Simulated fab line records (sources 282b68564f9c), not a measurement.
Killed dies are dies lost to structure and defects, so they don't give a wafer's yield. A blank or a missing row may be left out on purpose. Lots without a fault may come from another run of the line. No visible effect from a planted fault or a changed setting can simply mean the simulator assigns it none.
Comparing a struck lot with a sound one || flow rit_cmos || 44 steps out of a route of 202
Sound: wafers L844.4, L844.5, L844.6. Struck: wafers L849.2, L849.4, L849.6. The cause comes at the end.
Per side, at each step with rows, come the tool, then ch with its chambers, and then its first start. Under that, the readings that differ: sound wafers || struck wafers || difference of the means || sigmas: that difference in standard deviations of wafers without a fault.
alike: a reading whose means differ by less than 2 such deviations, as well as words and numbers matching on both sides. not compared: withheld readings; readings where some wafer has no value; bounds like >300 that might hide an equal value; numbers whose values overlap and for which the record gives no deviation.
A row with sigmas, a row that says differs or no value, or rows on one side alone: a step with any of these is where the two part. Numbers that have no deviation but don't overlap get no sigmas and don't part them. A reading missing from all wafers of one side parts the sides only when that side holds two or more wafers.

first, 4 steps without rows for these wafers: RIT_PLDD_SOFTBAKE_02 (time 60 s); RIT_PLDD_EXPOSE_03 (exposes mask M8, target cd 40900 nm); RIT_PLDD_PEB_04; RIT_PLDD_DEVELOP_05 (develop time 50 s).
RIT_PLDD_OVL_MEAS_06:
  struck on overlay-02, day 4 06:47; sound on overlay-02, day 3 12:22
  alike: PLDD_OVL
then, 2 steps without rows for these wafers: RIT_PLDD_HARDBAKE_07 (time 60 s); RIT_PLDD_IMPLANT_08.
RIT_PLDD_STRIP_09: strips in O2, time 180 s.
  sound on plasma_asher-02 ch 0,1, day 3 12:44; struck on plasma_asher-04 ch 0,1, day 4 07:07
  alike: drypump_motor_current_A
  not compared: rf_hours_counter_h
RIT_PLDD_TW_MEAS_10:
  struck on film_metro-03, day 4 07:19; sound on film_metro-01, day 3 12:53
  alike: PLDD_TW
then, 3 steps without rows for these wafers: RIT_SPACER_CLEAN_00 (cleans in SC1, time 600 s); RIT_SPACER_CLEAN_01 (cleans in dHF, time 30 s); RIT_SPACER_CLEAN_02 (cleans in SC2, time 600 s).
RIT_SPACER_CVD_03: deposits Si3N4 from SiH2Cl2/NH3, target thk 250 nm, time 3300 s.
  sound on lpcvd-01 ch 1, day 3 14:38; struck on lpcvd-02 ch 0, day 4 07:43
{"reading": "pressure_mtorr (mTorr)", "sound": "300.3 300.0 299.7", "struck": "358.6 359.8 359.1", "difference": "+59.2", "sigmas": "+97"}
{"reading": "zone_power_source_pct (%)", "sound": "18.5 18.6 18.8", "struck": "21.6 21.5 21.7", "difference": "+3.0", "sigmas": "+2"}
{"reading": "model.Si3N4_of_SPACER_CVD_03.thk_nm (nm)", "sound": "251.4 251.6 253.7", "struck": "258.9 259.2 259.4", "difference": "+6.9", "sigmas": ""}
  alike: zone_power_centre_pct
RIT_SPACER_THK_MEAS_04:
  struck on film_metro-02, day 4 09:39; sound on film_metro-02, day 3 16:35
{"reading": "SPACER_NITRIDE_THK (nm)", "sound": "251.3 251.5 253.8", "struck": "258.9 259.4 259.6", "difference": "+7.1", "sigmas": "+3"}
RIT_SPACER_ETCHBACK_05: etches Si3N4 in SF6/CHF3, stops on SiO2, target depth 250 nm, time 240 s.
  sound on rie_diel-02 ch 0,1,2, day 3 16:37; struck on rie_diel-02 ch 0,1, day 4 09:42
{"reading": "model.etch.depth_nm (nm)", "sound": "251.4 251.6 253.7", "struck": "258.9 259.2 259.4", "difference": "+6.9", "sigmas": ""}
  alike: drypump_motor_current_A, oes_product_au, throttle_valve_pct
  not compared: rf_hours_counter_h
then, 6 steps without rows for these wafers: RIT_NSD_HMDS_00 (prime time 60 s); RIT_NSD_COAT_01 (resist thk 1000 nm); RIT_NSD_SOFTBAKE_02 (time 60 s); RIT_NSD_EXPOSE_03 (exposes mask M9, target cd 40700 nm); RIT_NSD_PEB_04; RIT_NSD_DEVELOP_05 (develop time 50 s).
RIT_NSD_OVL_MEAS_06:
  struck on overlay-02, day 4 10:50; sound on overlay-01, day 3 17:38
  alike: NSD_OVL
then, 2 steps without rows for these wafers: RIT_NSD_HARDBAKE_07 (time 60 s); RIT_NSD_IMPLANT_08.
RIT_NSD_STRIP_09: strips in O2, time 180 s.
  sound on plasma_asher-04 ch 0,1, day 3 18:06; struck on plasma_asher-04 ch 1, day 4 11:10
  alike: drypump_motor_current_A
  not compared: rf_hours_counter_h
RIT_NSD_TW_MEAS_10:
  struck on film_metro-03, day 4 11:21; sound on film_metro-03, day 3 18:15
  alike: NSD_TW
then, 6 steps without rows for these wafers: RIT_PSD_HMDS_00 (prime time 60 s); RIT_PSD_COAT_01 (resist thk 1000 nm); RIT_PSD_SOFTBAKE_02 (time 60 s); RIT_PSD_EXPOSE_03 (exposes mask M10, target cd 40900 nm); RIT_PSD_PEB_04; RIT_PSD_DEVELOP_05 (develop time 50 s).
RIT_PSD_OVL_MEAS_06:
  struck on overlay-01, day 4 12:28; sound on overlay-01, day 3 19:16
  alike: PSD_OVL
then, 2 steps without rows for these wafers: RIT_PSD_HARDBAKE_07 (time 60 s); RIT_PSD_IMPLANT_08.
RIT_PSD_STRIP_09: strips in O2, time 180 s.
  sound on plasma_asher-03 ch 0,1, day 3 19:39; struck on plasma_asher-03 ch 0, day 4 12:56
  alike: drypump_motor_current_A
  not compared: rf_hours_counter_h
RIT_PSD_TW_MEAS_10:
  struck on film_metro-04, day 4 13:08; sound on film_metro-01, day 3 19:48
{"reading": "PSD_TW", "sound": "3425 3403 3432", "struck": "3369 3368 3368", "difference": -52, "sigmas": -2}
then, 3 steps without rows for these wafers: RIT_SDANNEAL_CLEAN_00 (cleans in SC1, time 600 s); RIT_SDANNEAL_CLEAN_01 (cleans in dHF, time 30 s); RIT_SDANNEAL_CLEAN_02 (cleans in SC2, time 600 s).
RIT_SDANNEAL_RTA_03: time 5 s.
  sound on rtp_anneal-01 ch 0, day 3 20:37; struck on rtp_anneal-01 ch 0, day 4 13:33
  alike: anneal_temp_c_max, wafer_temp_C_max
RIT_SDANNEAL_RS_MEAS_04: measures by four-point-probe.
  struck on film_metro-04, day 4 13:37; sound on film_metro-03, day 3 20:41
  alike: PSD_RS
RIT_SILICIDE_WET_ETCH_00: etches SiO2 in BOE, target depth 14 nm, time 15 s.
  sound on wet_bench-04 ch 0, day 3 21:07; struck on wet_bench-04 ch 1, day 4 14:05
{"reading": "model.Si3N4_of_SPACER_CVD_03.thk_nm (nm)", "sound": "194 193.8 195.7", "struck": "200.1 200.4 200.7", "difference": "+5.9", "sigmas": ""}
RIT_M1_PROBE_99:
  struck on prober-02, day 4 20:55; sound on prober-02, day 4 04:02
{"reading": "killed_at_M0_to_M3", "sound": "0 0 0", "struck": "0 0 1", "difference": "+0", "sigmas": "+4"}
{"reading": "model.etest.nwell_pinched.rs_ohm_sq", "sound": "339.5 340.4 340.7", "struck": "338.4 335.6 334.9", "difference": -3.9, "sigmas": ""}
{"reading": "model.etest.diode_nplus_comb.cj_ff_um2", "sound": "2.682 2.671 2.684", "struck": "2.606 2.603 2.6", "difference": -0.076, "sigmas": ""}
  alike: killed_at_front_end, killed_dies, killed_open, killed_short

## WHERE THEY PART
Last at RIT_M1_PROBE_99 as far as this record goes, first at RIT_SPACER_CVD_03.

WHY: whatever the simulator had introduced
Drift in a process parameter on lpcvd-02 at RIT_SPACER_CVD_03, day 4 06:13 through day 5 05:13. From 300, the setting pressure_mtorr moved by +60. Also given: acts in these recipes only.
